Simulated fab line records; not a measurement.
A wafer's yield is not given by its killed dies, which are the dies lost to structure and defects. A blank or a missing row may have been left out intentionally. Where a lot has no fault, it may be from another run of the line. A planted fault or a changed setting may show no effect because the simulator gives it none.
The same fault as seen by 2 desks ; flow berkeleyCmos170 ; each desk has only its own numbers; what lay behind them comes last

FROM THE METROLOGY DESK
Means of the sampled wafers that have a number, per lot and without regard to the tool the lot ran on: this is what the gauges read. Marked OUT: a lot whose mean sits more than 4 standard deviations from the usual mean, which makes it out of limits; the brackets give that distance.
Columns: A = FIELD_OXIDE_THK at UCB170_FIELD_THK_MEAS_02, usual 559 nm; B = PSD_RS at UCB170_SDANNEAL_RS_MEAS_02, usual 75.65 ohm/sq; C = NSD_RS at UCB170_SDANNEAL_RS_MEAS_03, usual 37.25 ohm/sq; D = PLDD_RS at UCB170_SDANNEAL_RS_MEAS_04, usual 1031.2 ohm/sq; E = M1_OVL at UCB170_M1_OVL_MEAS_10, usual 2 nm
lot;first seen here;A;B;C;D;E
L912;day 5 15:17;564;75.94;37.30;1027.9;9
L911;day 5 15:17;562;75.29;37.25;1030.4;3
L915;day 5 21:33;548;75.52;37.19;1033.7;1
L916;day 5 21:35;556;70.01 (-23) OUT;35.98 (-15) OUT;1022.1;-2
L920;day 7 01:41;567;75.62;37.19;1030.5;0
L919;day 7 01:47;561;69.91 (-23) OUT;35.89 (-17) OUT;1019.8 (-4.4) OUT;6
L925;day 8 15:08;554;75.79;37.25;1030.4;-0
L927;day 8 15:08;562;75.30;37.26;1032.0;3
L929;day 8 23:49;544;75.83;37.31;1034.1;3
L930;day 8 23:49;556;75.76;37.31;1027.4;2
L932;day 9 17:43;565;75.33;37.29;1035.2;2
L933;day 9 17:47;579;75.30;37.33;1026.9;6
L931;day 9 17:48;564;75.72;37.36;1035.5;-6
L934;day 10 03:50;549;75.37;37.20;1030.9;-1
This desk's finding: out of limits on L916, L919; first on L916, day 8 18:59 (PSD_RS at UCB170_SDANNEAL_RS_MEAS_02). In limits: L912, L911, L915, L920, L925, L927, L929, L930, L932, L933, L931, L934.

FOR THE TOOL OWNER'S DESK: rtpAnneal-01
The tool's own readings at UCB170_SDANNEAL_RTA_01 (time 5 s): means of the sampled wafers that have a number, for each lot that ran on this tool. Marked OUT: a lot whose mean sits more than 4 standard deviations from the usual mean, which makes it out of limits; the brackets give that distance.
Columns: A = chamberO2Ppm at UCB170_SDANNEAL_RTA_01, usual 2.001; B = lampPowerPct at UCB170_SDANNEAL_RTA_01, usual 37.4 %; C = wafer_temp_C_max at UCB170_SDANNEAL_RTA_01, usual 1055.2
lot;first seen here;A;B;C
L912;day 8 08:03;1.967;39.2;1056.8
L911;day 8 09:38;2.004;39.2;1055.8
L915;day 8 18:15;1.972;39.2;1055.7
L916;day 8 18:41;1.971;39.1;1055.7
L919;day 9 17:15;2.000;39.2;1055.7
L931;day 12 12:10;2.022;39.2;1056.6
L932;day 12 12:51;2.018;39.2;1055.1
L934;day 13 00:40;2.006;39.2;1055.1
This desk's finding: nothing out of limits on any of the 8 lots.

ALL TOGETHER
L916, L919 would have let the metrology desk raise an alarm at day 8 18:59.
The tool owner's desk saw nothing out of limits.
The tool owner's desk has L916, L919 on record, within its limits.
UCB170_SDANNEAL_RTA_01 was run on rtpAnneal-01 by each of the lots named.

WHAT HAD BEEN PUT IN BY THE SIMULATOR
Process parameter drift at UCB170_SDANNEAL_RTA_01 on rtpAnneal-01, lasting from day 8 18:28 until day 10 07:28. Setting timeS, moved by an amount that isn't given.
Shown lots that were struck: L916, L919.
Time in hours between the start of the fault and the first out-of-limits reading at each desk: metrology desk, 1.
